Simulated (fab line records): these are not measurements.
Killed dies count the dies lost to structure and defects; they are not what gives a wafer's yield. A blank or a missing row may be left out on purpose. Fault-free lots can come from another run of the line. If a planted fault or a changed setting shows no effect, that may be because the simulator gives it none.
Lot-split experiment + flow berkeley_cmos170 + 23 wafers read across 5 lots, on a route 331 steps long

== ABOUT THE SPLIT ==
At UCB170_NLDD_IMPLANT_08, the setting dose_cm2 was moved away from the recipe's 5e+13 on 12 of the 23 wafers read, by -6.7% to +6.7%. This setting was run at the recipe's value on the other wafers.

== FROM THE SPLIT TO THE READING: what the file shows between them, 7 steps ==
- UCB170_PSD_PEB_04 (also split here: peb_temp_c)
- UCB170_PSD_DEVELOP_05: develop time 45 s
- UCB170_PSD_CD_MEAS_06: target cd 1200 nm
- UCB170_NSD_PEB_04 (also split here: peb_temp_c)
- UCB170_NSD_DEVELOP_05: develop time 45 s (also split here: dev_temp_c)
- UCB170_NSD_CD_MEAS_06: target cd 1200 nm
- UCB170_NSD_IMPLANT_08

== THE READING ==
NLDD_RS (ohm/sq), read at UCB170_SDANNEAL_RS_MEAS_05 with a four-point probe. Typical for fault-free wafers on this fab line: 616.0 ohm/sq, with standard deviation 1.5 ohm/sq.

| wafer  | tool, chamber at the split | dose_cm2 as run | against the recipe | NLDD_RS, ohm/sq | against lot-mates on the recipe |
|--------|----------------------------|-----------------|--------------------|-----------------|---------------------------------|
| L074.1 | implanter-02, 0            | 5e+13           | recipe             | 614.3           | -                               |
| L074.2 | implanter-02, 0            | 5.275e+13       | +5.5%              | 602.6           | -11.4                           |
| L074.3 | implanter-02, 0            | 5e+13           | recipe             | 613.7           | -                               |
| L074.5 | implanter-02, 0            | 5.275e+13       | +5.5%              | 603.6           | -10.4                           |
| L074.6 | implanter-02, 0            | 5.275e+13       | +5.5%              | 602.1           | -11.9                           |
| L076.2 | implanter-02, 0            | 5e+13           | recipe             | 616.2           | -                               |
| L076.3 | implanter-02, 0            | 4.769e+13       | -4.6%              | 625.4           | +9.0                            |
| L076.4 | implanter-02, 0            | 4.769e+13       | -4.6%              | 626.5           | +10.1                           |
| L076.5 | implanter-02, 0            | 4.769e+13       | -4.6%              | 627.3           | +10.9                           |
| L076.6 | implanter-02, 0            | 5e+13           | recipe             | 616.6           | -                               |
| L078.1 | implanter-04, 0            | 5e+13           | recipe             | 614.8           | -                               |
| L078.2 | implanter-04, 0            | 4.663e+13       | -6.7%              | 630.7           | +15.0                           |
| L078.4 | implanter-04, 0            | 5e+13           | recipe             | 616.7           | -                               |
| L078.5 | implanter-04, 0            | 4.663e+13       | -6.7%              | 629.4           | +13.6                           |
| L078.6 | implanter-04, 0            | 4.663e+13       | -6.7%              | 630.8           | +15.0                           |
| L081.1 | implanter-04, 0            | 5.336e+13       | +6.7%              | 603.0           | -13.1                           |
| L081.2 | implanter-04, 0            | 5e+13           | recipe             | 616.1           | -                               |
| L081.3 | implanter-04, 0            | 5e+13           | recipe             | 616.1           | -                               |
| L081.5 | implanter-04, 0            | 5.336e+13       | +6.7%              | 603.7           | -12.4                           |
| L081.6 | implanter-04, 0            | 5.336e+13       | +6.7%              | 603.4           | -12.7                           |
| L082.2 | implanter-02, 0            | 5e+13           | recipe             | 616.9           | -                               |
| L082.4 | implanter-02, 0            | 5e+13           | recipe             | 618.5           | -                               |
| L082.6 | implanter-02, 0            | 5e+13           | recipe             | 619.0           | -                               |

THE FIT
A straight line over all 23 wafers: NLDD_RS changes by -2.13 ohm/sq for each +1% of dose_cm2; r = -0.99; the points scatter about the line by 1.5 ohm/sq.
The same after taking each lot's own level away (the mean of its wafers on the recipe; 23 wafers): -2.05 ohm/sq for each +1%; r = -1.00; scatter 0.77 ohm/sq.
Per that fit: largest dose_cm2 move, reading shift of 14 ohm/sq.
The span of the lots' own levels, 614.00 to 618.13 ohm/sq, comes to 2.8 times the standard deviation stated above.
The two slopes agree, so the slope changes little with the lot-to-lot level.
Check: for one of the wafers moved furthest among these (-6.7%), held out of the fit, the line's prediction against its lot-mates is +14 ohm/sq. Against them it came out at +15 ohm/sq.

== ADDITIONAL SPLITS CARRIED BY THESE WAFERS ==
Other splits were also applied to these wafers ahead of the reading. Each is held against what the fit with the lots' levels taken away leaves over:
| other split on the same wafers   | wafers away from the commonest value | r with NLDD_RS (lot level and that fit taken away) |
|----------------------------------|--------------------------------------|----------------------------------------------------|
| UCB170_GATE_EXPOSE_09 dose_mj    | 8                                    | +0.17                                              |
| UCB170_PSD_PEB_04 peb_temp_c     | 9                                    | -0.05                                              |
| UCB170_NSD_PEB_04 peb_temp_c     | 5                                    | -0.08                                              |
| UCB170_NSD_DEVELOP_05 dev_temp_c | 11                                   | +0.01                                              |

== THE FILE'S OWN FIT ==
NLDD_RS changes by -2.05 ohm/sq for each +1% of dose_cm2, r = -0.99.
